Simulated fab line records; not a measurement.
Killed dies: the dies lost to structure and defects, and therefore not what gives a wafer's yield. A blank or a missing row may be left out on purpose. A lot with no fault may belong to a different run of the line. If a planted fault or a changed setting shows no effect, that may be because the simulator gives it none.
Which tool is to blame? || flow rit_cmos || 13 lots, 39 wafers sampled, at 2 steps of a route of 202

== WHAT THE GAUGES READ, wafer by wafer ==
RIT_FOX1_THK_MEAS_01. Usual: FOX1_OXIDE_THK 346 nm, standard deviation 6.
{"lot": "L202", "measured": "day 1 17:34", "on": "film_metro-02", "FOX1_OXIDE_THK (nm)": "348 357 348", "flag": ""}
{"lot": "L203", "measured": "day 1 21:56", "on": "film_metro-01", "FOX1_OXIDE_THK (nm)": "351 349 356", "flag": ""}
{"lot": "L204", "measured": "day 2 02:57", "on": "film_metro-04", "FOX1_OXIDE_THK (nm)": "356 363 357", "flag": ""}
{"lot": "L205", "measured": "day 2 08:30", "on": "film_metro-04", "FOX1_OXIDE_THK (nm)": "340 335 344", "flag": ""}
{"lot": "L208", "measured": "day 2 22:51", "on": "film_metro-02", "FOX1_OXIDE_THK (nm)": "354 351 352", "flag": ""}
{"lot": "L212", "measured": "day 3 23:23", "on": "film_metro-01", "FOX1_OXIDE_THK (nm)": "302 306 308", "flag": "OFF"}
{"lot": "L213", "measured": "day 4 00:41", "on": "film_metro-01", "FOX1_OXIDE_THK (nm)": "344 343 344", "flag": ""}
{"lot": "L215", "measured": "day 4 15:23", "on": "film_metro-04", "FOX1_OXIDE_THK (nm)": "356 359 353", "flag": ""}
{"lot": "L216", "measured": "day 4 15:23", "on": "film_metro-01", "FOX1_OXIDE_THK (nm)": "344 342 345", "flag": ""}
{"lot": "L217", "measured": "day 4 23:51", "on": "film_metro-02", "FOX1_OXIDE_THK (nm)": "352 354 347", "flag": ""}
{"lot": "L219", "measured": "day 5 08:36", "on": "film_metro-02", "FOX1_OXIDE_THK (nm)": "346 342 342", "flag": ""}
{"lot": "L223", "measured": "day 6 04:31", "on": "film_metro-01", "FOX1_OXIDE_THK (nm)": "349 352 353", "flag": ""}
{"lot": "L225", "measured": "day 6 12:17", "on": "film_metro-02", "FOX1_OXIDE_THK (nm)": "350 352 350", "flag": ""}

== EACH LOT AND THE TOOL THAT RAN IT (in order: tool; ch and the chambers of the sampled wafers; start) ==
{"lot": "L202", "RIT_FOX1_OXIDATION_00": "furnace-01 ch 0, day 1 16:16"}
{"lot": "L203", "RIT_FOX1_OXIDATION_00": "furnace-04 ch 0, day 1 20:38"}
{"lot": "L204", "RIT_FOX1_OXIDATION_00": "furnace-01 ch 0, day 2 01:38"}
{"lot": "L205", "RIT_FOX1_OXIDATION_00": "furnace-04 ch 0, day 2 07:11"}
{"lot": "L208", "RIT_FOX1_OXIDATION_00": "furnace-01 ch 0, day 2 21:30"}
{"lot": "L212", "RIT_FOX1_OXIDATION_00": "furnace-04 ch 0, day 3 22:04"}
{"lot": "L213", "RIT_FOX1_OXIDATION_00": "furnace-02 ch 0, day 3 23:21"}
{"lot": "L215", "RIT_FOX1_OXIDATION_00": "furnace-01 ch 0, day 4 14:04"}
{"lot": "L216", "RIT_FOX1_OXIDATION_00": "furnace-01 ch 0, day 4 14:04"}
{"lot": "L217", "RIT_FOX1_OXIDATION_00": "furnace-01 ch 0, day 4 22:31"}
{"lot": "L219", "RIT_FOX1_OXIDATION_00": "furnace-01 ch 0, day 5 07:17"}
{"lot": "L223", "RIT_FOX1_OXIDATION_00": "furnace-02 ch 0, day 6 03:11"}
{"lot": "L225", "RIT_FOX1_OXIDATION_00": "furnace-02 ch 0, day 6 10:58"}
- RIT_FOX1_OXIDATION_00: target thk 350.7 nm, ox time 1130 s.

== AS READ BY THE TOOLS THEMSELVES (means over the sampled wafers that have a number; for cases with no such wafer, the mark the record gives instead) ==
RIT_FOX1_OXIDATION_00. Usual: zone_power_load_pct 39 %, standard deviation 3.3; zone_power_source_pct 46 %, standard deviation 4.3.
{"lot": "L202", "tool": "furnace-01", "zone_power_load_pct (%)": 43, "zone_power_source_pct (%)": 49, "flag": ""}
{"lot": "L203", "tool": "furnace-04", "zone_power_load_pct (%)": 36, "zone_power_source_pct (%)": 47, "flag": ""}
{"lot": "L204", "tool": "furnace-01", "zone_power_load_pct (%)": 42, "zone_power_source_pct (%)": 49, "flag": ""}
{"lot": "L205", "tool": "furnace-04", "zone_power_load_pct (%)": 36, "zone_power_source_pct (%)": 46, "flag": ""}
{"lot": "L208", "tool": "furnace-01", "zone_power_load_pct (%)": 42, "zone_power_source_pct (%)": 49, "flag": ""}
{"lot": "L212", "tool": "furnace-04", "zone_power_load_pct (%)": 36, "zone_power_source_pct (%)": 46, "flag": ""}
{"lot": "L213", "tool": "furnace-02", "zone_power_load_pct (%)": 43, "zone_power_source_pct (%)": 37, "flag": ""}
{"lot": "L215", "tool": "furnace-01", "zone_power_load_pct (%)": 42, "zone_power_source_pct (%)": 49, "flag": ""}
{"lot": "L216", "tool": "furnace-01", "zone_power_load_pct (%)": 43, "zone_power_source_pct (%)": 49, "flag": ""}
{"lot": "L217", "tool": "furnace-01", "zone_power_load_pct (%)": 42, "zone_power_source_pct (%)": 49, "flag": ""}
{"lot": "L219", "tool": "furnace-01", "zone_power_load_pct (%)": 42, "zone_power_source_pct (%)": 50, "flag": ""}
{"lot": "L223", "tool": "furnace-02", "zone_power_load_pct (%)": 42, "zone_power_source_pct (%)": 37, "flag": ""}
{"lot": "L225", "tool": "furnace-02", "zone_power_load_pct (%)": 43, "zone_power_source_pct (%)": 37, "flag": ""}

== THE ANSWER, worked out from the rows above alone ==
Rule: a lot is off if the mean of its wafers that have a number lies more than 3 standard deviations from the usual mean. A lot without any number at a reading at which 4 lots or more have one is off too. Any other lot the step has rows for is counted as sound. Order of review: gauges by route order, followed by the tools' own readings, for which a lot's mean as printed above is used. The first step at which some lot is off is used, and at that step the reading that is off furthest; a lot without a number counts as furthest.
Off: at RIT_FOX1_THK_MEAS_01 (FOX1_OXIDE_THK), L212.
If a tool, at a process step before that reading, ran all the lots that are off and no sound lot after the first of them, it fits. The gauges at RIT_FOX1_THK_MEAS_01 are tried like those tools. One fits: RIT_FOX1_OXIDATION_00 on furnace-04. Its last sound lot is L205 (day 2 07:11), its first lot that is off L212 (day 3 22:04): a fault that began between those two fits.

== WHAT THE SIMULATOR HAD INSERTED ==
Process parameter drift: furnace-04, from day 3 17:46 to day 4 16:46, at RIT_FOX1_OXIDATION_00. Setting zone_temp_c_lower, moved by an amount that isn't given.
Lots struck among those shown: L212. The rule given above showed the same thing.
